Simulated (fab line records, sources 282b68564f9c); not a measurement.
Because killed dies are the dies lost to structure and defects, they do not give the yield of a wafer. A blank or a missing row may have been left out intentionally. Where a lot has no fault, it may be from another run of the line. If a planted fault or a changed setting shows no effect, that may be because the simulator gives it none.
Struck lot and sound lot, side by side    flow rit-cmos    18 steps out of a route of 202
Sound: wafers L191.3, L191.4, L191.6. Struck: wafers L207.1, L207.6 (left out: L207.4, a lot-mate that was not struck); the cause follows at the end.
Per side, at each step with rows, come the tool, then ch with its chambers, and then its first start. Under that, the readings that differ: sound wafers    struck wafers    difference of the means    sigmas: that difference in standard deviations of wafers without a fault.
alike: words and numbers the same on both sides, and readings whose means are apart by under 2 such deviations; not compared: readings that were withheld, readings missing a value for some wafer, numbers with overlapping values and no deviation given by the record, and bounds like >300 which may hide the same value.
Wherever a step has rows on one side only, a row that says differs or no value, or a row with sigmas, the two part there. When numbers do not overlap yet have no deviation, they are printed without sigmas and do not part them. Lack of a reading on every wafer of one side parts them only where that side has two or more wafers.

RIT_M1_SPUTTER_00: material Al, target thk 400 nm, time 500 s.
  sound on pvd-sputter-04 at day 3 16:14; struck on pvd-sputter-01 at day 7 05:01
reading                 sound           struck     difference  sigmas
throttle-valve-pct (%)  30.8 29.6 29.8  27.7 27.6  -2.4        -4
  alike: chamber-pressure-pa
RIT_M1_RS_MEAS_01: the measuring method here is four-point-probe.
  sound on film-metro-04 at day 3 16:34; struck on film-metro-02 at day 7 05:18
reading            sound                 struck         difference  sigmas
M1_AL_RS (ohm/sq)  0.0729 0.0736 0.0731  0.0754 0.0751  +0.0020     +3
RIT_M1_THK_MEAS_02: measures by xrf.
  sound on film-metro-04 at day 3 16:40; struck on film-metro-02 at day 7 05:25
reading         sound        struck   difference  sigmas
M1_AL_THK (nm)  398 397 397  386 388  -10         -3
then, 6 steps without rows for these wafers: RIT_M1_HMDS_03 (prime time 60 s); RIT_M1_COAT_04 (resist thk 1300 nm); RIT_M1_SOFTBAKE_05 (time 60 s); RIT_M1_EXPOSE_06 (exposes mask M12, target cd 2600 nm); RIT_M1_PEB_07; RIT_M1_DEVELOP_08 (develop time 68.94 s).
RIT_M1_CD_MEAS_09 targets a cd of 2600 nm.
  sound on cd-sem-02 at day 3 17:43; struck on cd-sem-01 at day 7 06:22
  alike: cd-nm
RIT_M1_OVL_MEAS_10:
  sound on overlay-02 at day 3 17:48; struck on overlay-01 at day 7 06:29
  alike: M1_OVL
then, 1 step without rows for these wafers: RIT_M1_HARDBAKE_11 (time 120 s).
RIT_M1_METAL_ETCH_12: etches Al in Cl2/BCl3, stops on SiO2, time 165 s, target depth 600 nm.
  sound on rie-metal-04 ch 0,1, day 3 18:08; struck on rie-metal-02 ch 1, day 7 06:46
reading                                  sound              struck       difference  sigmas
oes-product-au (a.u.)                    0.762 0.780 0.788  0.987 0.996  +0.215      +17
run-length-s (s)                         193.0 193.3 193.8  152.2 152.3  -41.1       -99 or more
model.NOVOLAK_of_M1_COAT_04.thk-nm (nm)  809.1 802.4 800.4  898.6 894.5  +92.6       
model.M1.feature-depth-nm (nm)           433.6 430.5 433.5  414.5 415.8  -17.4       
  alike: drypump-motor-current-A, throttle-valve-pct
  not compared: rf-hours-counter-h, model.SiO2_of_CONTACT_CVD_00.thk-nm
then, 1 step without rows for these wafers: RIT_M1_STRIP_13 (strips in nmp, time 600 s).
RIT_M1_STRIP_14: strips in O2, time 184.4 s.
  sound on plasma-asher-03 ch 0,1, day 3 18:28; struck on plasma-asher-02 ch 0,1, day 7 07:07
  alike: drypump-motor-current-A
  not compared: rf-hours-counter-h
RIT_M1_CD_MEAS_90 targets a cd of 2600 nm.
  sound on cd-sem-01 at day 3 18:37; struck on cd-sem-01 at day 7 07:17
reading     sound                 struck         difference  sigmas
cd-nm (nm)  2600.1 2601.6 2599.9  2606.3 2608.4  +6.8        +3
then, 1 step without rows for these wafers: RIT_M1_ANNEAL_15 (time 1800 s).
RIT_M1_PROBE_99:
  sound on prober-02 at day 3 21:28; struck on prober-02 at day 7 09:01
reading                                         sound                      struck               difference  sigmas
killed_at_M0_to_M3                              1 0 0                      0 0                  +0          -3
killed-at-contacts                              0 0 0                      0 1                  +0          +2
model.etest.tester.sort-n-pass                  255 255 253                110 79               -160        
model.etest.tester.sort-yield-pct (%)           96.59 96.59 95.83          41.67 29.92          -60.54      
model.etest.m1-comb-over-steps.leak-log10-a-um  -12.75 -12.86 -12.7        -9.775 -9.644        +3.060      
model.etest.antenna-m1.vt-shift-v (V)           -0.0113 -0.01133 -0.00965  -0.001179 -0.001386  +0.009477   
  alike: defect-limited-yield, killed-at-front-end, killed-dies, killed-open, killed-short
  not compared: model.etest.ring.quiet-log10-a

WHERE THEY PART
At RIT_M1_SPUTTER_00 first; at RIT_M1_PROBE_99 last (within this record only).

WHY: what the simulator had put in
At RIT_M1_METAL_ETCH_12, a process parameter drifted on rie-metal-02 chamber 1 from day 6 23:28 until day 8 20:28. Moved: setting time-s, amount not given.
